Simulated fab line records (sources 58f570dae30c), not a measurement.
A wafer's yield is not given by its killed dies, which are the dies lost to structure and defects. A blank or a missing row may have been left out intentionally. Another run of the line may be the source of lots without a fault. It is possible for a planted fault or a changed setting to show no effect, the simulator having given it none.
Which tool was responsible? || flow berkeleyCmos170 || 13 lots, 39 wafers sampled, at 5 steps of a route of 331

## WHAT THE GAUGES SHOWED, per wafer
UCB170_WELLDRIVE_THK_MEAS_02.
{"lot": "L235", "measured": "day 4 09:11", "on": "filmMetro-04", "WELLDRIVE_OXIDE_THK (nm)": "196 198 197"}
{"lot": "L236", "measured": "day 5 00:52", "on": "filmMetro-02", "WELLDRIVE_OXIDE_THK (nm)": "199 199 201"}
{"lot": "L238", "measured": "day 5 20:14", "on": "filmMetro-03", "WELLDRIVE_OXIDE_THK (nm)": "200 198 198"}
{"lot": "L241", "measured": "day 6 02:56", "on": "filmMetro-03", "WELLDRIVE_OXIDE_THK (nm)": "207 209 204"}
{"lot": "L240", "measured": "day 6 02:56", "on": "filmMetro-04", "WELLDRIVE_OXIDE_THK (nm)": "197 199 202"}
{"lot": "L243", "measured": "day 6 14:04", "on": "filmMetro-03", "WELLDRIVE_OXIDE_THK (nm)": "207 205 203"}
{"lot": "L248", "measured": "day 7 06:55", "on": "filmMetro-02", "WELLDRIVE_OXIDE_THK (nm)": "195 193 198"}
{"lot": "L250", "measured": "day 7 06:55", "on": "filmMetro-04", "WELLDRIVE_OXIDE_THK (nm)": "196 197 194"}
{"lot": "L249", "measured": "day 7 06:59", "on": "filmMetro-02", "WELLDRIVE_OXIDE_THK (nm)": "199 202 200"}
{"lot": "L251", "measured": "day 7 17:22", "on": "filmMetro-03", "WELLDRIVE_OXIDE_THK (nm)": "198 198 198"}
{"lot": "L252", "measured": "day 7 17:22", "on": "filmMetro-04", "WELLDRIVE_OXIDE_THK (nm)": "201 205 204"}
{"lot": "L257", "measured": "day 8 15:37", "on": "filmMetro-02", "WELLDRIVE_OXIDE_THK (nm)": "202 206 201"}
{"lot": "L258", "measured": "day 9 01:55", "on": "filmMetro-02", "WELLDRIVE_OXIDE_THK (nm)": "200 205 204"}

UCB170_SILICIDE_RS_MEAS_02: measurement is done with a four-point probe.
{"lot": "L235", "measured": "day 8 20:38", "on": "filmMetro-02", "SILICIDE_TI_RS (ohm/sq)": "25.8 25.7 25.8"}
{"lot": "L236", "measured": "day 9 05:08", "on": "filmMetro-02", "SILICIDE_TI_RS (ohm/sq)": "26.1 25.9 26.1"}
{"lot": "L238", "measured": "day 9 19:32", "on": "filmMetro-02", "SILICIDE_TI_RS (ohm/sq)": "26.2 26.2 26.0"}
{"lot": "L241", "measured": "day 10 15:13", "on": "filmMetro-02", "SILICIDE_TI_RS (ohm/sq)": "26.3 26.2 26.2"}
{"lot": "L240", "measured": "day 10 15:16", "on": "filmMetro-01", "SILICIDE_TI_RS (ohm/sq)": "25.6 26.1 26.2"}
{"lot": "L243", "measured": "day 11 05:41", "on": "filmMetro-04", "SILICIDE_TI_RS (ohm/sq)": "25.8 61.8 25.8"}
{"lot": "L248", "measured": "day 11 18:24", "on": "filmMetro-02", "SILICIDE_TI_RS (ohm/sq)": "26.1 26.4 26.1"}
{"lot": "L250", "measured": "day 11 17:29", "on": "filmMetro-02", "SILICIDE_TI_RS (ohm/sq)": "26.2 26.6 26.8"}
{"lot": "L249", "measured": "day 11 18:41", "on": "filmMetro-02", "SILICIDE_TI_RS (ohm/sq)": "26.7 26.1 26.5"}
{"lot": "L251", "measured": "day 12 04:10", "on": "filmMetro-02", "SILICIDE_TI_RS (ohm/sq)": "26.5 25.9 26.2"}
{"lot": "L252", "measured": "day 12 03:43", "on": "filmMetro-02", "SILICIDE_TI_RS (ohm/sq)": "25.5 25.6 26.0"}
{"lot": "L257", "measured": "day 13 09:49", "on": "filmMetro-04", "SILICIDE_TI_RS (ohm/sq)": "25.8 25.5 26.3"}
{"lot": "L258", "measured": "day 13 13:05", "on": "filmMetro-02", "SILICIDE_TI_RS (ohm/sq)": "27.3 26.7 26.9"}

UCB170_SILICIDE_THK_MEAS_03: measures by xrf.
{"lot": "L235", "measured": "day 8 20:46", "on": "filmMetro-02", "SILICIDE_TI_THK (nm)": "30.5 30.6 30.4"}
{"lot": "L236", "measured": "day 9 05:16", "on": "filmMetro-02", "SILICIDE_TI_THK (nm)": "29.9 30.2 29.9"}
{"lot": "L238", "measured": "day 9 19:39", "on": "filmMetro-02", "SILICIDE_TI_THK (nm)": "29.8 29.8 30.0"}
{"lot": "L241", "measured": "day 10 15:20", "on": "filmMetro-02", "SILICIDE_TI_THK (nm)": "29.8 30.0 30.0"}
{"lot": "L240", "measured": "day 10 15:22", "on": "filmMetro-01", "SILICIDE_TI_THK (nm)": "30.2 29.6 29.5"}
{"lot": "L243", "measured": "day 11 05:48", "on": "filmMetro-04", "SILICIDE_TI_THK (nm)": "30.4 14.6 30.3"}
{"lot": "L248", "measured": "day 11 18:31", "on": "filmMetro-02", "SILICIDE_TI_THK (nm)": "30.2 30.0 30.3"}
{"lot": "L250", "measured": "day 11 17:36", "on": "filmMetro-02", "SILICIDE_TI_THK (nm)": "30.0 29.6 29.4"}
{"lot": "L249", "measured": "day 11 18:47", "on": "filmMetro-02", "SILICIDE_TI_THK (nm)": "29.5 29.9 29.9"}
{"lot": "L251", "measured": "day 12 04:17", "on": "filmMetro-02", "SILICIDE_TI_THK (nm)": "29.8 30.3 29.9"}
{"lot": "L252", "measured": "day 12 03:49", "on": "filmMetro-02", "SILICIDE_TI_THK (nm)": "30.7 30.6 30.2"}
{"lot": "L257", "measured": "day 13 09:56", "on": "filmMetro-04", "SILICIDE_TI_THK (nm)": "30.4 30.7 29.8"}
{"lot": "L258", "measured": "day 13 13:12", "on": "filmMetro-02", "SILICIDE_TI_THK (nm)": "28.9 29.4 29.5"}

## TOOL THAT RAN EACH LOT (tool first, then ch and the chambers of the sampled wafers, then the start)
{"lot": "L235", "UCB170_NLDD_STRIP_10": "plasmaAsher-02 ch 0,1, day 8 08:04", "UCB170_SILICIDE_SPUTTER_01": "pvdSputter-02, day 8 20:35"}
{"lot": "L236", "UCB170_NLDD_STRIP_10": "plasmaAsher-01 ch 0,1, day 8 14:14", "UCB170_SILICIDE_SPUTTER_01": "pvdSputter-02, day 9 05:07"}
{"lot": "L238", "UCB170_NLDD_STRIP_10": "plasmaAsher-03 ch 0,1, day 9 04:51", "UCB170_SILICIDE_SPUTTER_01": "pvdSputter-03, day 9 19:29"}
{"lot": "L241", "UCB170_NLDD_STRIP_10": "plasmaAsher-01 ch 0,1, day 10 02:35", "UCB170_SILICIDE_SPUTTER_01": "pvdSputter-03, day 10 15:11"}
{"lot": "L240", "UCB170_NLDD_STRIP_10": "plasmaAsher-03 ch 0,1, day 10 02:44", "UCB170_SILICIDE_SPUTTER_01": "pvdSputter-02, day 10 15:12"}
{"lot": "L243", "UCB170_NLDD_STRIP_10": "plasmaAsher-03 ch 0,1, day 10 16:09", "UCB170_SILICIDE_SPUTTER_01": "pvdSputter-03, day 11 05:38"}
{"lot": "L248", "UCB170_NLDD_STRIP_10": "plasmaAsher-01 ch 0,1, day 11 03:41", "UCB170_SILICIDE_SPUTTER_01": "pvdSputter-02, day 11 18:16"}
{"lot": "L250", "UCB170_NLDD_STRIP_10": "plasmaAsher-01 ch 0,1, day 11 02:59", "UCB170_SILICIDE_SPUTTER_01": "pvdSputter-01, day 11 17:26"}
{"lot": "L249", "UCB170_NLDD_STRIP_10": "plasmaAsher-02 ch 0,1, day 11 03:10", "UCB170_SILICIDE_SPUTTER_01": "pvdSputter-01, day 11 18:37"}
{"lot": "L251", "UCB170_NLDD_STRIP_10": "plasmaAsher-03 ch 0,1, day 11 14:06", "UCB170_SILICIDE_SPUTTER_01": "pvdSputter-02, day 12 04:07"}
{"lot": "L252", "UCB170_NLDD_STRIP_10": "plasmaAsher-02 ch 0,1, day 11 14:53", "UCB170_SILICIDE_SPUTTER_01": "pvdSputter-01, day 12 03:39"}
{"lot": "L257", "UCB170_NLDD_STRIP_10": "plasmaAsher-01 ch 0,1, day 12 21:04", "UCB170_SILICIDE_SPUTTER_01": "pvdSputter-02, day 13 09:47"}
{"lot": "L258", "UCB170_NLDD_STRIP_10": "plasmaAsher-02 ch 0,1, day 12 21:37", "UCB170_SILICIDE_SPUTTER_01": "pvdSputter-01, day 13 13:03"}
- UCB170_NLDD_STRIP_10: strips in O2.
- UCB170_SILICIDE_SPUTTER_01: material Ti, target thk 30 nm, time 25 s.

## WHAT THE TOOLS THEMSELVES READ (means of the sampled wafers that have a number; where no wafer has one, the mark that the record gives instead)
UCB170_NLDD_STRIP_10.
{"lot": "L235", "tool": "plasmaAsher-02", "chamberPressureMTorr (mTorr)": 3498.0, "drypumpMotorCurrentA (A)": 5.7, "oesProductAu (a.u.)": 0.732, "stripTimeToEndpointS (s)": 21.45}
{"lot": "L236", "tool": "plasmaAsher-01", "chamberPressureMTorr (mTorr)": 3498.2, "drypumpMotorCurrentA (A)": 6.2, "oesProductAu (a.u.)": 0.734, "stripTimeToEndpointS (s)": 21.51}
{"lot": "L238", "tool": "plasmaAsher-03", "chamberPressureMTorr (mTorr)": 3498.0, "drypumpMotorCurrentA (A)": 6.5, "oesProductAu (a.u.)": 0.736, "stripTimeToEndpointS (s)": 21.37}
{"lot": "L241", "tool": "plasmaAsher-01", "chamberPressureMTorr (mTorr)": 3499.6, "drypumpMotorCurrentA (A)": 6.2, "oesProductAu (a.u.)": 0.736, "stripTimeToEndpointS (s)": 21.52}
{"lot": "L240", "tool": "plasmaAsher-03", "chamberPressureMTorr (mTorr)": 3500.3, "drypumpMotorCurrentA (A)": 6.5, "oesProductAu (a.u.)": 0.733, "stripTimeToEndpointS (s)": 21.34}
{"lot": "L243", "tool": "plasmaAsher-03", "chamberPressureMTorr (mTorr)": 3500.0, "drypumpMotorCurrentA (A)": 6.5, "oesProductAu (a.u.)": 0.737, "stripTimeToEndpointS (s)": 21.35}
{"lot": "L248", "tool": "plasmaAsher-01", "chamberPressureMTorr (mTorr)": 3498.1, "drypumpMotorCurrentA (A)": 6.2, "oesProductAu (a.u.)": 0.733, "stripTimeToEndpointS (s)": 21.45}
{"lot": "L250", "tool": "plasmaAsher-01", "chamberPressureMTorr (mTorr)": 3501.1, "drypumpMotorCurrentA (A)": 6.1, "oesProductAu (a.u.)": 0.731, "stripTimeToEndpointS (s)": 21.46}
{"lot": "L249", "tool": "plasmaAsher-02", "chamberPressureMTorr (mTorr)": 3499.3, "drypumpMotorCurrentA (A)": 5.7, "oesProductAu (a.u.)": 0.738, "stripTimeToEndpointS (s)": 21.44}
{"lot": "L251", "tool": "plasmaAsher-03", "chamberPressureMTorr (mTorr)": 3498.7, "drypumpMotorCurrentA (A)": 6.5, "oesProductAu (a.u.)": 0.734, "stripTimeToEndpointS (s)": 21.45}
{"lot": "L252", "tool": "plasmaAsher-02", "chamberPressureMTorr (mTorr)": 3499.4, "drypumpMotorCurrentA (A)": 6.2, "oesProductAu (a.u.)": 0.738, "stripTimeToEndpointS (s)": 21.29}
{"lot": "L257", "tool": "plasmaAsher-01", "chamberPressureMTorr (mTorr)": 3501.8, "drypumpMotorCurrentA (A)": 6.2, "oesProductAu (a.u.)": 0.734, "stripTimeToEndpointS (s)": 21.40}
{"lot": "L258", "tool": "plasmaAsher-02", "chamberPressureMTorr (mTorr)": 3499.9, "drypumpMotorCurrentA (A)": 6.2, "oesProductAu (a.u.)": 0.734, "stripTimeToEndpointS (s)": 21.42}

UCB170_SILICIDE_SPUTTER_01.
{"lot": "L235", "tool": "pvdSputter-02", "throttleValvePct (%)": 30.7}
{"lot": "L236", "tool": "pvdSputter-02", "throttleValvePct (%)": 30.9}
{"lot": "L238", "tool": "pvdSputter-03", "throttleValvePct (%)": 30.3}
{"lot": "L241", "tool": "pvdSputter-03", "throttleValvePct (%)": 30.2}
{"lot": "L240", "tool": "pvdSputter-02", "throttleValvePct (%)": 31.0}
{"lot": "L243", "tool": "pvdSputter-03", "throttleValvePct (%)": 30.3}
{"lot": "L248", "tool": "pvdSputter-02", "throttleValvePct (%)": 31.1}
{"lot": "L250", "tool": "pvdSputter-01", "throttleValvePct (%)": 30.6}
{"lot": "L249", "tool": "pvdSputter-01", "throttleValvePct (%)": 29.5}
{"lot": "L251", "tool": "pvdSputter-02", "throttleValvePct (%)": 31.1}
{"lot": "L252", "tool": "pvdSputter-01", "throttleValvePct (%)": 30.7}
{"lot": "L257", "tool": "pvdSputter-02", "throttleValvePct (%)": 31.0}
{"lot": "L258", "tool": "pvdSputter-01", "throttleValvePct (%)": 30.5}

## THE ANSWER, worked out from the rows above alone
Rule: what is usual is taken from the lots themselves. The widest of any qualifying gaps counts: lots, ordered by their means at a reading, are off when they make up no more than a third of the lots, leave a main group of 4 or more, and stand apart from it by 3 or more times the standard deviation of that group's means. Not used: any main group whose means are identical at the precision the tables above print for the reading. A lot without any number at a reading at which 4 lots or more have one is off too. All remaining lots with rows at the step are treated as sound. The gauges are gone through in route order, then the tools' own readings, and for those a lot's mean is taken as printed above. The first step at which some lot is off is used, and at that step the reading that is off furthest; a lot without a number counts as furthest.
Off: L243, seen at UCB170_SILICIDE_RS_MEAS_02 (SILICIDE_TI_RS). The main group has a mean of 26.2 ohm/sq with a standard deviation of 0.34.
A tool fits if, at a process step before that reading, it ran every lot that is off, and no sound lot after the first of them. Those tools and the gauges at UCB170_SILICIDE_RS_MEAS_02 are tried in the same way. One fits: pvdSputter-03 at UCB170_SILICIDE_SPUTTER_01. A fault onset in the window from L241 (day 10 15:11, its last sound lot) to L243 (day 11 05:38, its first lot off) fits.

## WHAT THE SIMULATOR HAD PUT IN
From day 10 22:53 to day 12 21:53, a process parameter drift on pvdSputter-03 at UCB170_SILICIDE_SPUTTER_01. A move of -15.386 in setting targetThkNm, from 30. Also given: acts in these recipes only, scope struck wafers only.
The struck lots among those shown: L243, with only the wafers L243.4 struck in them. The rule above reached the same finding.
